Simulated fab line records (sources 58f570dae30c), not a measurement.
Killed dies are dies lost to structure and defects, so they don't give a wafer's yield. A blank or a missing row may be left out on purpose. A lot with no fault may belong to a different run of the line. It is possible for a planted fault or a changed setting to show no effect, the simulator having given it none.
fab line records ; flow berkeleyCmos170
[record] lots = 7; wafers = 21; lastDay = 12
route steps=331 shown NWELL@27 PWELL@34
lots that met no fault: from a run of the same line without faults
startH: start of the lot's first displayed wafer, in hours after the record's first day ; waitH: hours from the lot's prior step to this one ; " the same as in the row above ; L1.1+2: one row covering several wafers at once ; - no value, or no start was given ; * or withheld: withheld ; < > ~ a bound
route shown NAME@n: NAME is a module with steps in the file, n the number in the route of the first one ; usual: mean/standard deviation taken from wafers without a fault ; same: alike in all rows ; chamber/n: place in a boat ; sites: readings site by site ; _std_site: the values' standard deviation ; _edge_site: mean of outer sites minus mean of inner sites ; radiusMm: how far each site lies from the wafer's centre ; mask NAME#n: copy n ; behind: the most recent tool/chamber to have shaped the wafer ; hold: what put the lot on hold/how long, in hours/how the hold closed ; device: the transistor (n, p or np) that didn't switch ; end of line: tests run on the same wafers once the route is complete ; a step given without rows: its recipe and nothing more ; killed: the dies lost at the first sort to structure and to defects; this is not the yield of the wafer ; map: per-die view of a wafer (x killed, . not killed, _ where there is no die)
set.NAME: the setting as run; set.NAME@STEP: as run at that earlier step ; model.NAME: the simulator's own value behind a step, which no gauge read
a table for each step, a row for each wafer; lots at some steps of the route
services: the hour from which a tool's chamber was out of use, counted from the record's first day as startH (under 0 if before that day), plus the number of hours and why
[[steps]]
[step UCB170_NWELL_ETCH_13]
[recipe] chemistry = CH3F/Ar/O2; target = Si3N4; stopOn = SiO2; CH3F_flow_sccm = 20; Ar_flow_sccm = 50; O2_flow_sccm = 7; pressureMtorr = 50; rfW = 450; targetDepthA = 2464; overEtchFrac = 0.1; timeS = 154
[usual] drypumpMotorCurrentA = 5.9/0.41; mfcArSccm = 49.99/0.14; oesProductAu = 0.943/0.013; throttleValvePct = 8.11/0.1
lot.wafer;tool;chamber;startH;waitH;drypumpMotorCurrentA;mfcArSccm;oesProductAu;rfHoursCounterH;throttleValvePct
L527.2;rieDiel-01;3;33.55;0.0;6.1;49.94;0.969;42;8.09
L527.4;rieDiel-01;3;33.55;0.0;6.1;50.00;0.967;-;8.08
L527.5;rieDiel-01;1;33.55;0.0;6.3;49.99;0.945;-;8.13
L529.1;rieDiel-02;2;40.48;0.0;6.3;49.94;0.940;64;8.22
L529.3;rieDiel-02;1;40.48;0.0;5.1;50.17;0.924;89;7.90
L529.6;rieDiel-02;3;40.48;0.0;5.0;50.09;0.935;-;8.22
L535.1;rieDiel-01;1;75.55;0.0;6.3;50.05;0.945;21;8.13
L535.3;rieDiel-01;2;75.55;0.0;5.9;50.01;0.932;80;8.24
L535.6;rieDiel-01;1;75.55;0.0;6.3;49.81;0.948;-;8.13
L536.2;rieDiel-03;1;75.89;0.0;6.3;50.01;0.925;72;8.30
L536.4;rieDiel-03;2;75.89;0.0;5.7;49.90;0.936;112;8.09
L536.5;rieDiel-03;3;75.89;0.0;5.7;49.97;0.921;-;8.02
L537.2;rieDiel-03;3;85.99;0.0;5.7;50.11;0.932;43;8.05
L537.4;rieDiel-03;0;85.99;0.0;6.4;50.07;0.946;159;8.03
L537.6;rieDiel-03;0;85.99;0.0;6.4;50.01;0.939;-;8.03
L543.2;rieDiel-02;2;110.94;0.0;6.3;50.11;0.954;67;8.21
L543.5;rieDiel-02;1;110.94;0.0;5.1;49.87;0.926;-;7.89
L543.6;rieDiel-02;2;110.94;0.0;6.2;49.81;0.955;-;8.22
L549.1;rieDiel-03;1;143.16;0.0;6.3;50.05;0.937;75;8.30
L549.2;rieDiel-03;2;143.16;0.0;5.7;49.79;0.942;116;8.09
L549.5;rieDiel-03;2;143.16;0.0;5.7;49.89;0.939;-;8.08
[step UCB170_NWELL_IMPLANT_14]
[recipe] species = P; doseCm2 = 1e+13; energyKev = 148.6; tiltDeg = 7
[step UCB170_NWELL_STRIP_15]
[recipe] chemistry = O2; powerW = 400; pressureMtorr = 3500; platenTempC = withheld; o2FlowSccm = 400; overashFraction = 0.5
[usual] drypumpMotorCurrentA = 5.7/0.43; oesProductAu = 0.721/0.0045; stripTimeToEndpointS = 18.00/0.1
lot.wafer;tool;chamber;startH;waitH;drypumpMotorCurrentA;oesProductAu;rfHoursCounterH;stripTimeToEndpointS
L527.2;plasmaAsher-01;0;33.85;0.1;6.0;0.714;33;18.04
L527.4;plasmaAsher-01;1;33.85;0.1;5.2;0.719;-;18.10
L527.5;plasmaAsher-01;0;33.85;0.1;6.0;0.714;-;18.15
L529.1;plasmaAsher-02;0;40.74;0.1;6.2;0.719;32;17.85
L529.3;plasmaAsher-02;0;40.74;0.1;6.2;0.723;-;17.90
L529.6;plasmaAsher-02;1;40.74;0.1;5.8;0.728;-;17.91
L535.1;plasmaAsher-03;1;75.80;0.1;5.8;0.726;36;18.01
L535.3;plasmaAsher-03;1;75.80;0.1;5.8;0.729;-;17.80
L535.6;plasmaAsher-03;0;75.80;0.1;5.0;0.725;-;18.01
L536.2;plasmaAsher-02;1;76.15;0.1;5.8;0.709;35;18.16
L536.4;plasmaAsher-02;1;76.15;0.1;5.8;0.721;-;18.04
L536.5;plasmaAsher-02;1;76.15;0.1;5.8;0.723;-;18.16
L537.2;plasmaAsher-01;1;86.24;0.1;5.2;0.719;39;18.07
L537.4;plasmaAsher-01;1;86.24;0.1;5.2;0.722;-;18.06
L537.6;plasmaAsher-01;1;86.24;0.1;5.2;0.720;-;18.02
L543.2;plasmaAsher-01;0;111.19;0.1;6.0;0.714;42;18.08
L543.5;plasmaAsher-01;1;111.19;0.1;5.1;0.717;-;17.98
L543.6;plasmaAsher-01;0;111.19;0.1;6.0;0.716;-;18.02
L549.1;plasmaAsher-03;1;143.41;0.1;5.8;0.724;3;18.17
L549.2;plasmaAsher-03;0;143.41;0.1;5.1;0.718;3;18.00
L549.5;plasmaAsher-03;0;143.41;0.1;5.1;0.722;-;17.97
[step UCB170_NWELL_TW_MEAS_16]
[usual] NWELL_TW = 1250/10
lot.wafer;tool;chamber;startH;waitH;NWELL_TW
L527.2;filmMetro-03;-;33.96;0.1;1240
L527.4;filmMetro-03;-;33.96;0.1;1235
L527.5;filmMetro-03;-;33.96;0.1;1244
L529.1;filmMetro-01;-;40.84;0.1;1246
L529.3;filmMetro-01;-;40.84;0.1;1243
L529.6;filmMetro-01;-;40.84;0.1;1243
L535.1;filmMetro-04;-;75.90;0.1;1269
L535.3;filmMetro-04;-;75.90;0.1;1266
L535.6;filmMetro-04;-;75.90;0.1;1265
L536.2;filmMetro-04;-;76.26;0.1;1256
L536.4;filmMetro-04;-;76.26;0.1;1260
L536.5;filmMetro-04;-;76.26;0.1;1267
L537.2;filmMetro-01;-;86.35;0.1;1247
L537.4;filmMetro-01;-;86.35;0.1;1247
L537.6;filmMetro-01;-;86.35;0.1;1237
L543.2;filmMetro-04;-;111.30;0.1;1270
L543.5;filmMetro-04;-;111.30;0.1;1257
L543.6;filmMetro-04;-;111.30;0.1;1270
L549.1;filmMetro-03;-;143.51;0.1;1237
L549.2;filmMetro-03;-;143.51;0.1;1242
L549.5;filmMetro-03;-;143.51;0.1;1236
[step UCB170_NWELL_CLEAN_17]
[recipe] chemistry = SPM; tempC = 120; timeS = 600
[step UCB170_NWELL_WET_ETCH_18]
[recipe] chemistry = H3PO4; target = Si3N4; tempC = 160; timeS = 14400
[step UCB170_NWELL_WET_ETCH_19]
[recipe] chemistry = BOE; dilution = 5:1; target = SiO2; tempC = 25; timeS = 22
[step UCB170_PWELL_CLEAN_00]
[recipe] chemistry = SPM; tempC = 120; timeS = 600
[step UCB170_PWELL_CLEAN_01]
[recipe] chemistry = dHF; dilution = 25:1; timeS = 60
[step UCB170_PWELL_OXIDATION_02]
[recipe] tempC = 1000; ambient = O2; targetThkA = 264; oxTimeS = 1260
[step UCB170_PWELL_THK_MEAS_03]
[recipe] reads = SiO2_of_PWELL_OXIDATION_02
[usual] PWELL_OXIDE_THK = 27.0/0.63
lot.wafer;tool;chamber;startH;waitH;PWELL_OXIDE_THK[nm]
L527.2;filmMetro-01;-;43.26;0.0;25.8
L527.4;filmMetro-01;-;43.26;0.0;25.2
L527.5;filmMetro-01;-;43.26;0.0;26.0
L529.1;filmMetro-02;-;50.85;0.0;27.3
L529.3;filmMetro-02;-;50.85;0.0;28.1
L529.6;filmMetro-02;-;50.85;0.0;27.7
L535.1;filmMetro-02;-;83.98;0.0;28.1
L535.3;filmMetro-02;-;83.98;0.0;27.7
L535.6;filmMetro-02;-;83.98;0.0;28.2
L536.2;filmMetro-01;-;83.99;0.0;27.9
L536.4;filmMetro-01;-;83.99;0.0;28.4
L536.5;filmMetro-01;-;83.99;0.0;28.3
L537.2;filmMetro-04;-;97.27;0.0;27.2
L537.4;filmMetro-04;-;97.27;0.0;26.9
L537.6;filmMetro-04;-;97.27;0.0;27.4
L543.2;filmMetro-02;-;118.43;0.0;26.7
L543.5;filmMetro-02;-;118.43;0.0;26.8
L543.6;filmMetro-02;-;118.43;0.0;27.1
L549.1;filmMetro-04;-;153.04;0.0;26.9
L549.2;filmMetro-04;-;153.04;0.0;26.8
L549.5;filmMetro-04;-;153.04;0.0;27.0
[step UCB170_PWELL_ANNEAL_04]
[recipe] tempC = 1000; timeS = 900; ambient = N2
[step UCB170_PWELL_CVD_05]
[recipe] material = Si3N4; targetThkNm = 220; tempC = 800; precursor = SiH2Cl2/NH3; timeS = 3300; pressureMtorr = 200; sih2cl2FlowSccm = 25; nh3FlowSccm = 75
[usual] spikeTcCentreC = 802.5/1.3; spikeTcLoadC = 824.9/1.6; spikeTcSourceC = 822.6/2.1; susceptorTempC = 800.0/0.37
lot.wafer;tool;chamber;startH;waitH;spikeTcCentreC;spikeTcLoadC;spikeTcSourceC;susceptorTempC;model.Si3N4_of_PWELL_CVD_05.thkNm
L527.2;lpcvd-02;1;48.59;0.0;805.4;825.9;818.6;799.7;220.2
L527.4;lpcvd-02;1;48.59;0.0;802.9;824.5;821.2;799.7;219.5
L527.5;lpcvd-02;1;48.59;0.0;803.0;825.1;820.7;799.5;220.1
L529.1;lpcvd-01;1;55.96;0.0;804.5;826.9;824.6;800.4;221.4
L529.3;lpcvd-01;1;55.96;0.0;804.5;824.5;824.2;800.2;221.8
L529.6;lpcvd-01;1;55.96;0.0;803.4;826.4;824.4;799.4;221.5
L535.1;lpcvd-02;1;89.30;0.0;822.3;843.2;839.4;818.2;306.5
L535.3;lpcvd-02;1;89.30;0.0;822.8;843.9;840.6;818.9;306.5
L535.6;lpcvd-02;1;89.30;0.0;820.2;845.8;838.4;818.4;307.4
L536.2;lpcvd-02;0;89.30;0.0;820.2;842.5;842.7;818.2;304.4
L536.4;lpcvd-02;0;89.30;0.0;822.5;840.7;843.8;817.9;304.6
L536.5;lpcvd-02;0;89.30;0.0;821.0;840.0;840.7;818.7;305.8
L537.2;lpcvd-02;0;101.38;0.6;820.4;842.4;841.1;818.3;302.7
L537.4;lpcvd-02;0;101.38;0.6;818.2;841.2;841.3;818.0;304.1
L537.6;lpcvd-02;0;101.38;0.6;821.2;840.6;842.1;818.1;302.2
L543.2;lpcvd-01;0;121.99;0.0;800.0;826.1;820.5;799.8;224.9
L543.5;lpcvd-01;0;121.99;0.0;800.6;825.4;819.8;799.9;222.8
L543.6;lpcvd-01;0;121.99;0.0;801.9;824.0;821.0;800.4;223.2
L549.1;lpcvd-01;1;159.72;0.0;802.2;824.1;824.6;799.9;222.7
L549.2;lpcvd-01;1;159.72;0.0;801.5;825.6;823.0;800.2;222
L549.5;lpcvd-01;1;159.72;0.0;804.4;827.1;824.3;800.3;222.7
[step UCB170_PWELL_THK_MEAS_06]
[recipe] reads = Si3N4_of_PWELL_CVD_05
[usual] PWELL_NITRIDE_THK = 219.7/2.4
lot.wafer;tool;chamber;startH;waitH;hold;PWELL_NITRIDE_THK[nm]
L527.2;filmMetro-02;-;50.51;0.0;-;220.2
L527.4;filmMetro-02;-;50.51;0.0;-;219.5
L527.5;filmMetro-02;-;50.51;0.0;-;220.1
L529.1;filmMetro-01;-;58.01;0.1;-;221.4
L529.3;filmMetro-01;-;58.01;0.1;-;221.6
L529.6;filmMetro-01;-;58.01;0.1;-;221.5
L535.1;filmMetro-01;-;92.18;0.0;awaitDispo/0.2h/release;306.3
L535.3;filmMetro-01;-;92.18;0.0;awaitDispo/0.2h/release;306.5
L535.6;filmMetro-01;-;92.18;0.0;awaitDispo/0.2h/release;307.6
L535.1;filmMetro-01;-;92.44;0.3;-;306.6
L535.3;filmMetro-01;-;92.44;0.3;-;306.4
L535.6;filmMetro-01;-;92.44;0.3;-;307.5
L536.2;filmMetro-04;-;92.19;0.0;awaitDispo/0.2h/release;304.3
L536.4;filmMetro-04;-;92.19;0.0;awaitDispo/0.2h/release;304.5
L536.5;filmMetro-04;-;92.19;0.0;awaitDispo/0.2h/release;305.8
L536.2;filmMetro-04;-;92.42;0.2;-;304.2
L536.4;filmMetro-04;-;92.42;0.2;-;304.7
L536.5;filmMetro-04;-;92.42;0.2;-;305.9
L537.2;filmMetro-04;-;104.27;0.0;awaitDispo/0.2h/release;303.0
L537.4;filmMetro-04;-;104.27;0.0;awaitDispo/0.2h/release;304.1
L537.6;filmMetro-04;-;104.27;0.0;awaitDispo/0.2h/release;302.4
L537.2;filmMetro-04;-;104.50;0.2;-;302.6
L537.4;filmMetro-04;-;104.50;0.2;-;304.0
L537.6;filmMetro-04;-;104.50;0.2;-;302.2
L543.2;filmMetro-01;-;123.91;0.0;-;224.9
L543.5;filmMetro-01;-;123.91;0.0;-;222.6
L543.6;filmMetro-01;-;123.91;0.0;-;223.1
L549.1;filmMetro-04;-;161.64;0.0;-;222.6
L549.2;filmMetro-04;-;161.64;0.0;-;222.3
L549.5;filmMetro-04;-;161.64;0.0;-;222.8
[step UCB170_PWELL_COAT_08]
[recipe] resist = KrF; spinRpm = 1500; resistThkNm = 900
[step UCB170_PWELL_SOFTBAKE_09]
[recipe] resist = KrF; tempC = 130; timeS = 60
[step UCB170_PWELL_EXPOSE_10]
[recipe] maskId = PWELL; targetCdNm = 3000; na = 0.5; sigmaOuter = 0.6; sourceShape = conventional; doseMj = 19
[step UCB170_PWELL_PEB_11]
[recipe] pebTempC = 130; pebTimeS = withheld; resist = KrF
[step UCB170_PWELL_DEVELOP_12]
[recipe] developer = TMAH; developTimeS = 45; resist = KrF; devTempC = 21
[step UCB170_PWELL_OVL_MEAS_13]
[usual] PWELL_OVL = -1/5.3
lot.wafer;tool;chamber;startH;waitH;PWELL_OVL[nm]
L527.2;overlay-02;-;51.41;-;-1
L527.4;overlay-02;-;51.41;-;5
L527.5;overlay-02;-;51.41;-;0
L529.1;overlay-02;-;59.25;-;3
L529.3;overlay-02;-;59.25;-;1
L529.6;overlay-02;-;59.25;-;1
L535.1;overlay-01;-;95.73;-;2
L535.3;overlay-01;-;95.73;-;4
L535.6;overlay-01;-;95.73;-;2
L536.2;overlay-02;-;96.64;-;-9
L536.4;overlay-02;-;96.64;-;-8
L536.5;overlay-02;-;96.64;-;-9
L537.2;overlay-02;-;111.33;-;-3
L537.4;overlay-02;-;111.33;-;-4
L537.6;overlay-02;-;111.33;-;-2
L543.2;overlay-02;-;124.81;-;1
L543.5;overlay-02;-;124.81;-;12
L543.6;overlay-02;-;124.81;-;15
L549.1;overlay-02;-;162.98;-;4
L549.2;overlay-02;-;162.98;-;-5
L549.5;overlay-02;-;162.98;-;0
[step UCB170_PWELL_ETCH_14]
[recipe] chemistry = CH3F/Ar/O2; target = Si3N4; stopOn = SiO2; CH3F_flow_sccm = 20; Ar_flow_sccm = 50; O2_flow_sccm = 7; pressureMtorr = 50; rfW = 450; targetDepthA = 2420; overEtchFrac = 0.1; timeS = 151
[usual] drypumpMotorCurrentA = 5.9/0.42; mfcArSccm = 49.98/0.16; oesProductAu = 0.939/0.014; throttleValvePct = 8.12/0.092
lot.wafer;tool;chamber;startH;waitH;drypumpMotorCurrentA;mfcArSccm;oesProductAu;rfHoursCounterH;throttleValvePct;model.etch.depthNm
L527.2;rieDiel-03;1;51.44;0.0;6.3;50.10;0.925;71;8.30;220.2
L527.4;rieDiel-03;3;51.44;0.0;5.7;49.96;0.935;41;8.02;219.5
L527.5;rieDiel-03;1;51.44;0.0;6.3;50.17;0.928;-;8.29;220.1
L529.1;rieDiel-01;2;59.29;0.0;5.9;49.85;0.946;80;8.24;221.4
L529.3;rieDiel-01;1;59.29;0.0;6.3;50.25;0.941;21;8.13;221.8
L529.6;rieDiel-01;1;59.29;0.0;6.3;49.93;0.940;-;8.15;221.5
L535.1;rieDiel-01;3;95.77;0.0;6.1;49.88;1.016;45;8.08;240.8
L535.3;rieDiel-01;0;95.77;0.0;6.0;49.99;1.026;81;8.08;249.7
L535.6;rieDiel-01;0;95.77;0.0;6.0;49.92;1.024;-;8.10;248.8
L536.2;rieDiel-04;0;96.67;0.0;5.7;50.15;1.007;31;8.22;245.9
L536.4;rieDiel-04;3;96.67;0.0;5.9;49.98;0.992;29;7.93;247
L536.5;rieDiel-04;3;96.67;0.0;5.9;49.99;0.990;-;7.93;245.5
L537.2;rieDiel-03;0;111.36;0.0;6.4;50.19;0.977;159;8.03;234.6
L537.4;rieDiel-03;2;111.36;0.0;5.7;50.03;0.990;113;8.10;241.6
L537.6;rieDiel-03;0;111.36;0.0;6.5;50.35;0.981;-;8.05;235.6
L543.2;rieDiel-03;0;124.84;0.0;6.4;49.76;0.948;161;8.02;224.9
L543.5;rieDiel-03;2;124.84;0.0;5.6;49.79;0.944;-;8.10;222.8
L543.6;rieDiel-03;3;124.84;0.0;5.7;50.17;0.941;-;8.01;223.2
L549.1;rieDiel-01;0;163.01;0.0;6.1;49.95;0.950;84;8.09;222.7
L549.2;rieDiel-01;1;163.01;0.0;6.3;50.00;0.946;25;8.13;222
L549.5;rieDiel-01;1;163.01;0.0;6.3;50.02;0.947;-;8.14;222.7
[step UCB170_PWELL_IMPLANT_15]
[recipe] species = B; doseCm2 = 5e+12; energyKev = 60; tiltDeg = 7
[[services]]
tool;chamber;startH;hours;kind
plasmaAsher-01;-;9.83;5.2;repair
rieDiel-01;0;10.31;3.1;repair
rieDiel-02;0;22.40;5.9;repair
rieDiel-03;-;24.59;0.6;repair
rieDiel-01;2;24.69;9.5;repair
rieDiel-01;0;25.45;39.0;repair
plasmaAsher-03;-;32.39;1.9;repair
rieDiel-03;1;38.88;4.1;repair
plasmaAsher-02;-;56.05;3.1;repair
rieDiel-01;0;73.30;1.3;repair
plasmaAsher-02;-;87.25;28.1;pm
rieDiel-04;-;96.87;0.3;repair
rieDiel-03;1;106.22;7.3;repair
plasmaAsher-03;-;108.75;9.0;pm
plasmaAsher-03;0;108.75;9.0;ventCycle
rieDiel-04;3;120.32;7.0;repair
rieDiel-03;0;127.02;-;clean
rieDiel-03;0;127.02;17.9;scheduledDown
rieDiel-03;0;127.02;17.9;ventCycle
rieDiel-02;2;130.96;2.5;repair
rieDiel-03;-;135.07;0.9;repair
rieDiel-04;0;140.79;2.0;repair
rieDiel-04;1;147.02;4.0;repair
plasmaAsher-02;-;151.98;11.8;pm
[[key]]
[firstSign] step = UCB170_PWELL_CVD_05; reading = susceptorTempC; direction = up; sigmas = 50; usual = *; struck = *
[effect] step = UCB170_PWELL_CVD_05; reading = spikeTcCentreC; direction = up; sigmas = 14; usual = 802.5; struck = 821.0
[effect] step = UCB170_PWELL_THK_MEAS_06; reading = visit; direction = added
[effect] step = UCB170_PWELL_THK_MEAS_06; reading = PWELL_NITRIDE_THK; direction = up; sigmas = 35; usual = 219.7; struck = 305.0
[effect] step = UCB170_PWELL_ETCH_14; reading = oesProductAu; direction = up; sigmas = 4.4; usual = 0.939; struck = 1.000
[modelEffect] step = UCB170_PWELL_CVD_05; value = Si3N4_of_PWELL_CVD_05.thkNm; without = 218.4; struck = 304.9
[modelEffect] step = UCB170_PWELL_ETCH_14; value = etch.depthNm; without = 218.4; struck = 243.3
metAt UCB170_PWELL_CVD_05
struckWafers L535.1,L535.3,L535.6,L536.2,L536.4,L536.5,L537.2,L537.4,L537.6
laterRowsLeftOut L535.1,L535.3,L535.6,L536.2,L536.4,L536.5,L537.2,L537.4,L537.6
sortLeftOut L535.1,L535.3,L535.6,L536.2,L536.4,L536.5,L537.2,L537.4,L537.6
testerLeftOut L535,L536,L537
onsetBetween 48.59 89.30
[fault] kind = processParameterDrift; tool = lpcvd-02; chamber = -; onsetH = 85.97; steps = UCB170_PWELL_CVD_05; channel = tempC; offset = *; shape = step; endH = 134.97; actsIn = *; stated = *
// testerLeftOut: of these lots the tester's yield and bins aren't shown, on N5 and GAA mostly nor the transistor test; their killed dies are dies lost to structure and defects alone, not to doping, threshold or leakage, so they don't give the yield
// sortLeftOut: the simulated sort isn't trusted on such a fault, so these wafers' sort isn't shown, and their yield isn't known
// laterRowsLeftOut: the simulator's readings of these wafers behind a module that went badly wrong aren't trusted and aren't shown, but for the sort
